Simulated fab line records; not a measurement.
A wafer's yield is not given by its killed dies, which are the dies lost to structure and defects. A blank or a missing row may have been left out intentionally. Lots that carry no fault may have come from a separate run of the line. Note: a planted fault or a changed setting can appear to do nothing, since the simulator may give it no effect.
Check of tool commonality + flow berkeleyCmos170 + Sample size 14 lots and 42 wafers

== WHY IT WAS OPENED ==
At UCB170_SDANNEAL_RS_MEAS_02 the reading PSD_RS is flagged on 2 of 14 lots. No-fault wafers: 75.61 ohm/sq, standard deviation 0.3.
Rule: a lot gets a flag if all its wafers with a number sit over 4 standard deviations from that mean, or if no wafer of it has a number. The rest of the lots are taken to be sound.

| lot  | measured     | on           | PSD_RS (ohm/sq), wafer by wafer | flag    |
|------|--------------|--------------|---------------------------------|---------|
| L848 | day 7 12:46  | filmMetro-02 | 76.08 75.84 75.68               |         |
| L850 | day 8 02:59  | filmMetro-01 | 75.33 75.51 75.27               |         |
| L854 | day 9 20:08  | filmMetro-02 | 79.87 79.91 79.55               | FLAGGED |
| L860 | day 9 20:27  | filmMetro-03 | 75.91 75.65 75.41               |         |
| L855 | day 9 20:38  | filmMetro-02 | 79.92 79.83 79.49               | FLAGGED |
| L861 | day 11 00:20 | filmMetro-02 | 75.81 75.81 76.07               |         |
| L862 | day 11 00:44 | filmMetro-03 | 75.22 76.04 75.74               |         |
| L866 | day 11 13:23 | filmMetro-03 | 75.27 75.35 75.63               |         |
| L864 | day 11 13:34 | filmMetro-01 | 75.84 75.54 75.62               |         |
| L867 | day 11 22:37 | filmMetro-01 | 76.22 75.71 75.65               |         |
| L870 | day 12 13:33 | filmMetro-02 | 75.22 75.31 75.76               |         |
| L871 | day 12 13:45 | filmMetro-03 | 75.45 75.48 75.75               |         |
| L869 | day 12 14:16 | filmMetro-02 | 76.25 76.28 75.96               |         |
| L868 | day 12 14:48 | filmMetro-03 | 75.36 75.41 75.86               |         |
Average over the flagged lots: 79.76 ohm/sq; offset from the usual +4.15 ohm/sq, equal to +14 standard deviations.

== LOT BY LOT: THE TOOL USED ==
Before the reading, the record contains 3 process steps out of a 331-step route. Every cell lists first the tool, next ch and the chambers used by the sampled wafers, and last the start.
| lot  | flag    | UCB170_SPACER_CVD_00            | UCB170_PSD_IMPLANT_08           | UCB170_PSD_STRIP_09                 |
|------|---------|---------------------------------|---------------------------------|-------------------------------------|
| L848 |         | pecvd-01 ch 0,1,2, day 7 00:37  | implanter-01 ch 0, day 7 08:40  | plasmaAsher-01 ch 0,1, day 7 08:48  |
| L850 |         | pecvd-03 ch 0,1,2, day 7 17:23  | implanter-03 ch 0, day 7 21:35  | plasmaAsher-02 ch 0,1, day 7 21:44  |
| L854 | FLAGGED | pecvd-01 ch 0,1,2, day 9 04:20  | implanter-03 ch 0, day 9 16:07  | plasmaAsher-02 ch 0,1, day 9 16:15  |
| L860 |         | pecvd-02 ch 1,2, day 9 10:25    | implanter-02 ch 0, day 9 16:14  | plasmaAsher-03 ch 0,1, day 9 16:23  |
| L855 | FLAGGED | pecvd-02 ch 0,1, day 9 04:36    | implanter-03 ch 0, day 9 16:22  | plasmaAsher-01 ch 0,1, day 9 16:31  |
| L861 |         | pecvd-03 ch 0,1, day 10 11:41   | implanter-02 ch 0, day 10 20:13 | plasmaAsher-02 ch 0,1, day 10 20:21 |
| L862 |         | pecvd-02 ch 0,1,2, day 10 11:52 | implanter-02 ch 0, day 10 20:30 | plasmaAsher-03 ch 0,1, day 10 20:38 |
| L866 |         | pecvd-01 ch 0,1,2, day 11 02:15 | implanter-02 ch 0, day 11 10:02 | plasmaAsher-03 ch 0,1, day 11 10:11 |
| L864 |         | pecvd-03 ch 0,1,2, day 11 01:54 | implanter-02 ch 0, day 11 10:19 | plasmaAsher-03 ch 0,1, day 11 10:28 |
| L867 |         | pecvd-03 ch 0,1, day 11 11:14   | implanter-01 ch 0, day 11 19:04 | plasmaAsher-03 ch 0,1, day 11 19:13 |
| L870 |         | pecvd-03 ch 0,1, day 12 02:33   | implanter-03 ch 0, day 12 10:13 | plasmaAsher-02 ch 0,1, day 12 10:22 |
| L871 |         | pecvd-01 ch 0,2, day 12 03:23   | implanter-02 ch 0, day 12 10:22 | plasmaAsher-03 ch 0,1, day 12 10:31 |
| L869 |         | pecvd-02 ch 0,2, day 12 03:01   | implanter-03 ch 0, day 12 10:33 | plasmaAsher-01 ch 0,1, day 12 10:42 |
| L868 |         | pecvd-03 ch 0,2, day 12 03:41   | implanter-02 ch 0, day 12 10:56 | plasmaAsher-02 ch 0,1, day 12 11:04 |
What these steps do:
- UCB170_SPACER_CVD_00: deposits SiO2 from TEOS/O2, target thk 376 nm, time 47 s.
- UCB170_PSD_IMPLANT_08
- UCB170_PSD_STRIP_09: strips in O2.
- UCB170_SDANNEAL_RS_MEAS_02: measures by four-point-probe.

== FLAGGED OVER TOTAL, TOOL BY TOOL (the gauges that took the reading come last) ==
| step                       | tool           | lots run | flagged | share of the flagged lots | sound lots run after its first flagged lot |
|----------------------------|----------------|----------|---------|---------------------------|--------------------------------------------|
| UCB170_SPACER_CVD_00       | pecvd-01       | 4        | 1       | some                      | 2 (L866,L871)                              |
| UCB170_SPACER_CVD_00       | pecvd-02       | 4        | 1       | some                      | 3 (L860,L862,L869)                         |
| UCB170_SPACER_CVD_00       | pecvd-03       | 6        | 0       | none                      | -                                          |
| UCB170_PSD_IMPLANT_08      | implanter-01   | 2        | 0       | none                      | -                                          |
| UCB170_PSD_IMPLANT_08      | implanter-02   | 7        | 0       | none                      | -                                          |
| UCB170_PSD_IMPLANT_08      | implanter-03   | 5        | 2       | all                       | 2 (L870,L869)                              |
| UCB170_PSD_STRIP_09        | plasmaAsher-01 | 3        | 1       | some                      | 1 (L869)                                   |
| UCB170_PSD_STRIP_09        | plasmaAsher-02 | 5        | 1       | some                      | 3 (L861,L870,L868)                         |
| UCB170_PSD_STRIP_09        | plasmaAsher-03 | 6        | 0       | none                      | -                                          |
| UCB170_SDANNEAL_RS_MEAS_02 | filmMetro-01   | 3        | 0       | none                      | -                                          |
| UCB170_SDANNEAL_RS_MEAS_02 | filmMetro-02   | 6        | 2       | all                       | 3 (L861,L870,L869)                         |
| UCB170_SDANNEAL_RS_MEAS_02 | filmMetro-03   | 5        | 0       | none                      | -                                          |

== THE TABLE: WHAT IT ALLOWS ==
In 2 table rows, all flagged lots were run: implanter-03 (UCB170_PSD_IMPLANT_08), filmMetro-02 (UCB170_SDANNEAL_RS_MEAS_02).
- implanter-03 at UCB170_PSD_IMPLANT_08 ran 5 lots, 2 of them flagged. Sound lots followed the first flagged one (L870, L869) on it, something a lasting fault affecting the whole tool could not allow.
- filmMetro-02 at UCB170_SDANNEAL_RS_MEAS_02 ran 6 lots, 2 of them flagged. Sound lots followed the first flagged one (L861, L870, L869) on it, something a lasting fault affecting the whole tool could not allow.
There is no row in the table that ran each flagged lot and no sound lot after the first.

== WHAT HAD BEEN PUT IN BY THE SIMULATOR ==
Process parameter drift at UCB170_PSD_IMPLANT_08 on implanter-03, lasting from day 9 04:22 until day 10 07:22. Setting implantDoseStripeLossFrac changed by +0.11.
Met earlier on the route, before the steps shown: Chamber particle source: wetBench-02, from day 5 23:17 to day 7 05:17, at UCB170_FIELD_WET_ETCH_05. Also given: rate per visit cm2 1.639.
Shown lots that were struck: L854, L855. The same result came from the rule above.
